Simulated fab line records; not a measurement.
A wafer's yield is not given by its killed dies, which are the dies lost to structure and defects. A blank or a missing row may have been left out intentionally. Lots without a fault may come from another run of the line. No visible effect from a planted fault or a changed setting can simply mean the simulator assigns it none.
The same fault as seen by 2 desks + flow berkeley_cmos170 + every desk sees just its own numbers, and what lay behind them comes last

TOOL OWNER'S DESK, implanter-03
UCB170_NLDD_IMPLANT_09, tool's own readings: per-lot mean of the sampled wafers with a number, covering each lot this tool ran. A lot is out of limits, marked OUT, if its mean lies more than 4 standard deviations from the usual mean; the brackets give that distance.
Columns: A = dose_ions_cm2 at UCB170_NLDD_IMPLANT_09, usual 4.999e+13; B = end_station_pressure_torr at UCB170_NLDD_IMPLANT_09, usual 5.14e-06 Torr; C = faraday_current_uA at UCB170_NLDD_IMPLANT_09, usual 159
| lot  | first seen here | A                           | B        | C            |
|------|-----------------|-----------------------------|----------|--------------|
| L307 | day 6 13:26     | 5.002e+13                   | 5.07e-06 | 155          |
| L310 | day 7 00:20     | 4.994e+13                   | 5.00e-06 | 156          |
| L308 | day 7 13:29     | 4.999e+13                   | 5.18e-06 | 160          |
| L313 | day 8 03:31     | 4.997e+13                   | 5.36e-06 | 158          |
| L314 | day 8 12:37     | 5.005e+13                   | 5.00e-06 | 159          |
| L320 | day 9 11:50     | 2.758e+13 (-99 or more) OUT | 5.19e-06 | 87 (-21) OUT |
| L325 | day 10 08:23    | 2.751e+13 (-99 or more) OUT | 5.07e-06 | 88 (-20) OUT |
This desk's verdict: out of limits on L320, L325, starting with L320 at day 9 11:50 (dose_ions_cm2 at UCB170_NLDD_IMPLANT_09). L307, L310, L308, L313, L314: within limits.

AT THE METROLOGY DESK
What the gauges read, lot by lot, whatever tool the lot ran on: means of the sampled wafers that have a number. A lot is out of limits, marked OUT, if its mean lies more than 4 standard deviations from the usual mean; the brackets give that distance.
Columns: A = FIELD_OXIDE_LEFT_2_THK at UCB170_FIELD_THK_MEAS_91, usual 359 nm; B = NLDD_TW at UCB170_NLDD_TW_MEAS_11, usual 2227; C = PLDD_RS at UCB170_SDANNEAL_RS_MEAS_04, usual 1031.7 ohm/sq; D = NLDD_RS at UCB170_SDANNEAL_RS_MEAS_05, usual 615.7 ohm/sq
| lot  | first seen here | A   | B              | C      | D               |
|------|-----------------|-----|----------------|--------|-----------------|
| L306 | day 5 19:01     | 363 | 2221           | 1027.3 | 614.8           |
| L307 | day 5 19:05     | 360 | 2230           | 1034.5 | 619.8           |
| L310 | day 6 10:49     | 369 | 2238           | 1029.6 | 616.0           |
| L312 | day 6 17:56     | 365 | 2216           | 1032.9 | 616.7           |
| L308 | day 6 18:36     | 364 | 2243           | 1033.5 | 614.0           |
| L313 | day 7 11:06     | 345 | 2213           | 1029.7 | 615.1           |
| L314 | day 7 20:24     | 346 | 2211           | 1033.5 | 615.0           |
| L316 | day 8 03:40     | 347 | 2210           | 1031.2 | 616.8           |
| L320 | day 8 15:05     | 363 | 2083 (-11) OUT | 1031.9 | 730.5 (+68) OUT |
| L325 | day 9 19:29     | 345 | 2086 (-11) OUT | 1029.3 | 729.0 (+67) OUT |
| L326 | day 10 12:39    | 371 | 2226           | 1030.1 | 612.3           |
| L327 | day 10 12:41    | 368 | 2225           | 1029.9 | 617.6           |
| L324 | day 10 12:45    | 357 | 2222           | 1032.2 | 615.5           |
| L328 | day 10 16:44    | 364 | 2248           | 1033.2 | 615.8           |
Finding of this desk: L320, L325 out of limits, first seen on L320 at day 9 12:05 (NLDD_TW at UCB170_NLDD_TW_MEAS_11). L306, L307, L310, L312, L308, L313, L314, L316, L326, L327, L324, L328: within limits.

PUT TOGETHER
An alarm could have come from the tool owner's desk at day 9 11:50, on L320, L325.
An alarm was possible from the metrology desk at day 9 12:05, on L320, L325.
Every lot named ran UCB170_NLDD_IMPLANT_09 on implanter-03.

WHAT THE SIMULATOR HAD PUT IN
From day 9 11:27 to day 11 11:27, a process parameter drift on implanter-03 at UCB170_NLDD_IMPLANT_09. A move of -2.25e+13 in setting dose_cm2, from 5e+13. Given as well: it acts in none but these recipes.
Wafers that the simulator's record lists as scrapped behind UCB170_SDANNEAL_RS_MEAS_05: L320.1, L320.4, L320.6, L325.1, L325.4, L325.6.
Struck lots among those shown: L320, L325.
Delay (hours) between the fault's onset and each desk's first out-of-limits reading: 0 at the tool owner's desk, 1 at the metrology desk.
